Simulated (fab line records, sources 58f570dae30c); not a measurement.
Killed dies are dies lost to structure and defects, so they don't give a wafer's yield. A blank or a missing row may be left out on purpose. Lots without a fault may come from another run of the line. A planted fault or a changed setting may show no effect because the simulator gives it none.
Which tool did it? | flow berkeley_cmos170 | 15 lots, 45 wafers sampled, at 6 steps of a route of 331

WHAT THE GAUGES READ, wafer by wafer
UCB170_FIELD_THK_MEAS_02.
lot  | measured    | on            | FIELD_OXIDE_THK (nm)
L805 | day 5 09:02 | film_metro-04 | 564 561 551
L806 | day 5 08:59 | film_metro-01 | 565 569 569
L807 | day 6 00:10 | film_metro-02 | 562 564 558
L808 | day 6 00:19 | film_metro-02 | 568 564 562
L809 | day 6 00:44 | film_metro-04 | 552 542 558
L811 | day 6 11:35 | film_metro-01 | 549 556 539
L812 | day 6 11:35 | film_metro-04 | 552 561 559
L813 | day 7 13:31 | film_metro-04 | 553 565 553
L818 | day 7 17:44 | film_metro-04 | 563 565 562
L819 | day 7 17:46 | film_metro-01 | 569 582 563
L820 | day 8 12:44 | film_metro-04 | 502 505 505
L823 | day 8 12:40 | film_metro-04 | 506 503 505
L824 | day 8 12:47 | film_metro-04 | 504 501 503
L826 | day 9 10:23 | film_metro-04 | 565 557 563
L827 | day 9 10:23 | film_metro-02 | 564 564 569

UCB170_FIELD_THK_MEAS_90.
lot  | measured    | on            | FIELD_OXIDE_LEFT_1_THK (nm)
L805 | day 6 01:17 | film_metro-02 | 447 444 434
L806 | day 6 01:17 | film_metro-01 | 448 451 451
L807 | day 6 10:49 | film_metro-04 | 445 448 441
L808 | day 6 10:47 | film_metro-01 | 453 448 447
L809 | day 6 10:47 | film_metro-02 | 436 424 441
L811 | day 6 22:17 | film_metro-01 | 433 440 422
L812 | day 6 22:21 | film_metro-01 | 434 443 442
L813 | day 7 22:06 | film_metro-02 | 436 448 436
L818 | day 8 07:28 | film_metro-04 | 447 448 445
L819 | day 8 04:29 | film_metro-04 | 453 466 448
L820 | day 8 21:49 | film_metro-01 | 386 388 388
L823 | day 8 21:52 | film_metro-01 | 390 387 389
L824 | day 8 21:49 | film_metro-04 | 389 386 388
L826 | day 9 20:11 | film_metro-02 | 447 440 445
L827 | day 9 20:12 | film_metro-04 | 447 446 452

UCB170_FIELD_THK_MEAS_91.
lot  | measured     | on            | FIELD_OXIDE_LEFT_2_THK (nm)
L805 | day 6 23:59  | film_metro-02 | 358 355 345
L806 | day 6 23:26  | film_metro-04 | 360 363 362
L807 | day 7 09:18  | film_metro-01 | 358 360 353
L808 | day 7 09:17  | film_metro-04 | 364 360 358
L809 | day 7 09:17  | film_metro-02 | 348 336 352
L811 | day 7 14:17  | film_metro-04 | 344 351 334
L812 | day 7 13:46  | film_metro-01 | 346 355 354
L813 | day 8 17:27  | film_metro-04 | 347 360 348
L818 | day 9 02:53  | film_metro-01 | 358 360 357
L819 | day 9 01:54  | film_metro-04 | 364 378 359
L820 | day 9 20:20  | film_metro-02 | 298 301 301
L823 | day 9 20:37  | film_metro-04 | 302 298 300
L824 | day 9 20:16  | film_metro-01 | 300 296 299
L826 | day 10 21:28 | film_metro-02 | 359 351 357
L827 | day 10 21:32 | film_metro-04 | 358 357 363

UCB170_SILICIDE_THK_MEAS_03: measures by xrf.
lot  | measured     | on            | SILICIDE_TI_THK (nm)
L805 | day 8 10:15  | film_metro-04 | 30.8 30.6 30.9
L806 | day 8 09:36  | film_metro-04 | 31.0 31.0 31.0
L807 | day 8 13:37  | film_metro-04 | 31.1 31.0 30.7
L808 | day 8 13:13  | film_metro-04 | 30.3 30.4 30.4
L809 | day 8 12:44  | film_metro-01 | 30.5 30.3 31.1
L811 | day 9 01:23  | film_metro-04 | 30.6 30.5 30.5
L812 | day 9 01:40  | film_metro-04 | 31.1 30.6 30.9
L813 | day 10 00:41 | film_metro-01 | 30.6 30.9 30.5
L818 | day 10 14:44 | film_metro-04 | 30.8 31.1 31.1
L819 | day 10 09:01 | film_metro-01 | 29.6 29.7 29.9
L820 | day 11 07:49 | film_metro-01 | 30.4 30.1 30.7
L823 | day 11 07:35 | film_metro-04 | 30.7 30.5 30.5
L824 | day 11 07:25 | film_metro-04 | 30.7 30.7 31.2
L826 | day 11 23:44 | film_metro-04 | 30.3 29.8 29.9
L827 | day 12 00:17 | film_metro-01 | 29.9 29.7 29.9

UCB170_M1_CD_MEAS_09: target cd 700 nm.
lot  | measured     | on        | cd_nm (nm)
L805 | day 8 18:04  | cd_sem-02 | 697.7 698.4 699.5
L806 | day 8 16:02  | cd_sem-01 | 700.9 699.9 700.5
L807 | day 9 00:16  | cd_sem-02 | 700.8 700.9 699.7
L808 | day 8 19:43  | cd_sem-01 | 701.7 700.4 701.5
L809 | day 8 21:26  | cd_sem-02 | 699.7 699.4 699.2
L811 | day 9 09:35  | cd_sem-02 | 700.0 700.9 699.5
L812 | day 9 11:47  | cd_sem-02 | 700.9 703.3 701.8
L813 | day 10 07:02 | cd_sem-02 | 699.5 699.7 700.4
L818 | day 10 22:44 | cd_sem-02 | 699.7 699.4 700.0
L819 | day 10 15:37 | cd_sem-01 | 698.4 699.9 699.0
L820 | day 11 17:26 | cd_sem-01 | 699.9 698.8 697.7
L823 | day 11 17:00 | cd_sem-02 | 700.9 700.4 701.3
L824 | day 11 17:09 | cd_sem-01 | 701.5 701.3 701.0
L826 | day 12 08:26 | cd_sem-01 | 701.5 700.6 702.2
L827 | day 12 13:17 | cd_sem-01 | 700.5 701.4 699.4

WHICH TOOL RAN EACH LOT (tool, then ch and the chambers of the sampled wafers, then the start)
lot  | UCB170_FIELD_OXIDATION_01
L805 | furnace-02 ch 0, day 5 05:59
L806 | furnace-02 ch 0, day 5 05:59
L807 | furnace-01 ch 0, day 5 21:08
L808 | furnace-02 ch 0, day 5 21:19
L809 | furnace-04 ch 0, day 5 21:44
L811 | furnace-01 ch 0, day 6 08:35
L812 | furnace-01 ch 0, day 6 08:35
L813 | furnace-04 ch 0, day 7 10:31
L818 | furnace-01 ch 0, day 7 14:40
L819 | furnace-01 ch 0, day 7 14:40
L820 | furnace-01 ch 0, day 8 09:40
L823 | furnace-01 ch 0, day 8 09:40
L824 | furnace-01 ch 0, day 8 09:40
L826 | furnace-02 ch 0, day 9 07:23
L827 | furnace-02 ch 0, day 9 07:23
- UCB170_FIELD_OXIDATION_01: target thk 558.3 nm, ox time 7200 s.

WHAT THE TOOLS THEMSELVES READ (means of the sampled wafers that have a number; where no wafer has one, the mark that the record gives instead)
The record holds no such reading with a usual standard deviation.

THE ANSWER, worked out from the rows above alone
Rule: what is usual is taken from the lots themselves. Put in order of their means at a reading, lots are off if they are a third of the lots or fewer, leave a main group of 4 or more, and stand apart from it by a gap of 3 or more times the standard deviation of the main group's means; of several such gaps the widest counts. A main group whose means are all the same, to the digits that the tables above print for the reading, isn't used. A lot without any number at a reading at which 4 lots or more have one is off too. The other lots that the step has rows for count as sound. The gauges are gone through in route order, then the tools' own readings, and for those a lot's mean is taken as printed above. The first step at which some lot is off is used, and at that step the reading that is off furthest; a lot without a number counts as furthest.
Off: L820, L823, L824, at UCB170_FIELD_THK_MEAS_02 (FIELD_OXIDE_THK). The main group: mean 561 nm, standard deviation 6.5.
A tool fits if, at a process step before that reading, it ran every lot that is off, and no sound lot after the first of them. The gauges at UCB170_FIELD_THK_MEAS_02 are tried like those tools. One fits: furnace-01 at UCB170_FIELD_OXIDATION_01. Its last sound lot is L818 (day 7 14:40), its first lot that is off L820 (day 8 09:40): a fault that began between those two fits.

WHAT THE SIMULATOR HAD PUT IN
Process parameter drift: furnace-01, from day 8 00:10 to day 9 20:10, at UCB170_FIELD_OXIDATION_01. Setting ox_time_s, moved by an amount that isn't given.
Lots struck among those shown: L823, L820, L824. The rule above found the same.
